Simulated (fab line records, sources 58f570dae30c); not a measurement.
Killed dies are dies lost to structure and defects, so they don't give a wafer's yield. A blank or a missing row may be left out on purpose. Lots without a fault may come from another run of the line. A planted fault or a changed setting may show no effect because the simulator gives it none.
Which tool did it? | flow berkeley_cmos170 | 14 lots, 42 wafers sampled, at 5 steps of a route of 331

WHAT THE GAUGES READ, wafer by wafer
UCB170_NWELL_OVL_MEAS_12. Usual: NWELL_OVL -1 nm, standard deviation 5.5.
lot  | measured    | on         | NWELL_OVL (nm) | flag
L812 | day 2 12:44 | overlay-02 | -3 5 -4        |
L814 | day 3 00:40 | overlay-02 | -4 -7 -8       |
L817 | day 3 09:55 | overlay-02 | -12 -13 -3     |
L816 | day 3 10:26 | overlay-02 | -1 0 -2        |
L818 | day 3 16:55 | overlay-02 | 4 6 -1         |
L820 | day 4 04:43 | overlay-01 | -11 -20 -10    |
L821 | day 4 08:14 | overlay-01 | 4 -1 -1        |
L822 | day 4 14:11 | overlay-02 | 2 4 -3         |
L828 | day 5 22:02 | overlay-01 | -2 6 -1        |
L827 | day 5 22:12 | overlay-01 | 2 4 7          |
L829 | day 6 05:13 | overlay-01 | -6 -1 -2       |
L832 | day 6 16:23 | overlay-02 | -6 -12 -5      |
L833 | day 7 01:05 | overlay-01 | 2 -9 6         |
L835 | day 7 10:21 | overlay-01 | -7 -3 -7       |

UCB170_NWELL_TW_MEAS_16. Usual: NWELL_TW 1243, standard deviation 9.1.
lot  | measured    | on            | NWELL_TW       | flag
L812 | day 2 13:07 | film_metro-02 | 1241 1234 1240 |
L814 | day 3 01:03 | film_metro-02 | 1245 1241 1242 |
L817 | day 3 10:18 | film_metro-04 | 1256 1255 1255 |
L816 | day 3 10:50 | film_metro-01 | 1231 1234 1230 |
L818 | day 3 17:19 | film_metro-01 | 1237 1232 1234 |
L820 | day 4 05:07 | film_metro-01 | 1228 1233 1234 |
L821 | day 4 08:37 | film_metro-02 | 1249 1242 1243 |
L822 | day 4 14:35 | film_metro-02 | 1244 1248 1246 |
L828 | day 5 22:25 | film_metro-01 | 1236 1233 1237 |
L827 | day 5 22:35 | film_metro-04 | 1246 1245 1245 |
L829 | day 6 05:36 | film_metro-04 | 1255 1245 1257 |
L832 | day 6 16:46 | film_metro-04 | 1249 1247 1247 |
L833 | day 7 01:29 | film_metro-04 | 1259 1253 1255 |
L835 | day 7 10:44 | film_metro-04 | 1256 1250 1252 |

UCB170_PFIELD_TW_MEAS_09. Usual: PFIELD_TW 598, standard deviation 4.1.
lot  | measured    | on            | PFIELD_TW   | flag
L812 | day 4 19:50 | film_metro-01 | 595 596 594 |
L814 | day 5 04:59 | film_metro-02 | 600 599 599 |
L817 | day 5 18:18 | film_metro-01 | 593 593 593 |
L816 | day 5 18:40 | film_metro-04 | 600 600 599 |
L818 | day 6 01:49 | film_metro-02 | 598 595 595 |
L820 | day 6 16:53 | film_metro-01 | 588 591 591 |
L821 | day 6 16:04 | film_metro-02 | 596 593 598 |
L822 | day 6 16:23 | film_metro-04 | 606 607 607 |
L828 | day 8 10:46 | film_metro-04 | 603 605 602 |
L827 | day 8 03:13 | film_metro-04 | 604 606 602 |
L829 | day 8 14:55 | film_metro-04 | 570 569 570 | OFF
L832 | day 9 00:14 | film_metro-01 | 564 569 566 | OFF
L833 | day 9 09:09 | film_metro-02 | 596 602 599 |
L835 | day 9 23:46 | film_metro-02 | 597 600 597 |

UCB170_SCREENOX_THK_MEAS_02. Usual: SCREENOX_OXIDE_THK 14.46 nm, standard deviation 0.26.
lot  | measured     | on            | SCREENOX_OXIDE_THK (nm) | flag
L812 | day 6 00:30  | film_metro-04 | 14.62 14.36 14.51       |
L814 | day 6 10:52  | film_metro-03 | 14.75 14.90 14.94       |
L817 | day 7 02:08  | film_metro-03 | 14.72 14.56 14.70       |
L816 | day 7 02:09  | film_metro-02 | 14.59 14.49 14.36       |
L818 | day 7 02:10  | film_metro-04 | 14.54 14.12 14.24       |
L820 | day 7 18:56  | film_metro-04 | 14.55 14.62 14.80       |
L821 | day 7 18:55  | film_metro-02 | 14.61 14.27 14.23       |
L822 | day 7 18:56  | film_metro-03 | 14.35 14.65 14.28       |
L828 | day 9 16:23  | film_metro-02 | 14.31 14.44 14.35       |
L827 | day 9 07:52  | film_metro-04 | 14.46 14.56 14.42       |
L829 | day 9 16:23  | film_metro-03 | 14.26 14.21 14.04       |
L832 | day 10 03:37 | film_metro-04 | 14.27 14.41 14.31       |
L833 | day 10 11:02 | film_metro-02 | 14.33 14.68 14.35       |
L835 | day 11 04:56 | film_metro-02 | 14.78 14.77 14.86       |

WHICH TOOL RAN EACH LOT (tool, then ch and the chambers of the sampled wafers, then the start)
lot  | UCB170_PFIELD_IMPLANT_07
L812 | implanter-01 ch 0, day 4 19:37
L814 | implanter-04 ch 0, day 5 04:44
L817 | implanter-03 ch 0, day 5 18:03
L816 | implanter-04 ch 0, day 5 18:26
L818 | implanter-04 ch 0, day 6 01:35
L820 | implanter-04 ch 0, day 6 16:38
L821 | implanter-01 ch 0, day 6 15:49
L822 | implanter-04 ch 0, day 6 16:09
L828 | implanter-04 ch 0, day 8 10:31
L827 | implanter-03 ch 0, day 8 02:58
L829 | implanter-03 ch 0, day 8 14:40
L832 | implanter-03 ch 0, day 9 00:01
L833 | implanter-01 ch 0, day 9 08:54
L835 | implanter-04 ch 0, day 9 23:31
- UCB170_PFIELD_IMPLANT_07

WHAT THE TOOLS THEMSELVES READ (means of the sampled wafers that have a number; where no wafer has one, the mark that the record gives instead)
UCB170_PFIELD_IMPLANT_07. Usual: beam_energy_keV 79.997, standard deviation 0.025.
lot  | tool         | beam_energy_keV | flag
L812 | implanter-01 | 79.979          |
L814 | implanter-04 | 79.978          |
L817 | implanter-03 | 80.006          |
L816 | implanter-04 | 80.013          |
L818 | implanter-04 | 80.003          |
L820 | implanter-04 | 80.027          |
L821 | implanter-01 | 79.997          |
L822 | implanter-04 | 79.993          |
L828 | implanter-04 | 79.982          |
L827 | implanter-03 | 79.985          |
L829 | implanter-03 | 51.999          | OFF
L832 | implanter-03 | 51.988          | OFF
L833 | implanter-01 | 79.950          |
L835 | implanter-04 | 80.020          |

THE ANSWER, worked out from the rows above alone
Rule: a lot is off if the mean of its wafers that have a number lies more than 3 standard deviations from the usual mean. A lot without any number at a reading at which 4 lots or more have one is off too. The other lots that the step has rows for count as sound. The gauges are gone through in route order, then the tools' own readings, and for those a lot's mean is taken as printed above. The first step at which some lot is off is used, and at that step the reading that is off furthest; a lot without a number counts as furthest.
Off: L829, L832, at UCB170_PFIELD_TW_MEAS_09 (PFIELD_TW).
A tool fits if, at a process step before that reading, it ran every lot that is off, and no sound lot after the first of them. The gauges at UCB170_PFIELD_TW_MEAS_09 aren't tried: what is off there is off at UCB170_PFIELD_IMPLANT_07 too, on other tools, and a gauge's error can't cause that. One fits: implanter-03 at UCB170_PFIELD_IMPLANT_07. Its last sound lot is L827 (day 8 02:58), its first lot that is off L829 (day 8 14:40): a fault that began between those two fits.
The tool's own readings at UCB170_PFIELD_IMPLANT_07 bear it out: on the lots that are off they differ by more than 5 times the standard deviation of the sound lots' means. beam_energy_keV reads 51.993 there against 79.994 on the sound lots.

WHAT THE SIMULATOR HAD PUT IN
Process parameter drift: implanter-03, from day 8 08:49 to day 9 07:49, at UCB170_PFIELD_IMPLANT_07. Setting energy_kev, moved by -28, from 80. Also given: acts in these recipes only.
Lots struck among those shown: L829, L832. The rule above found the same.
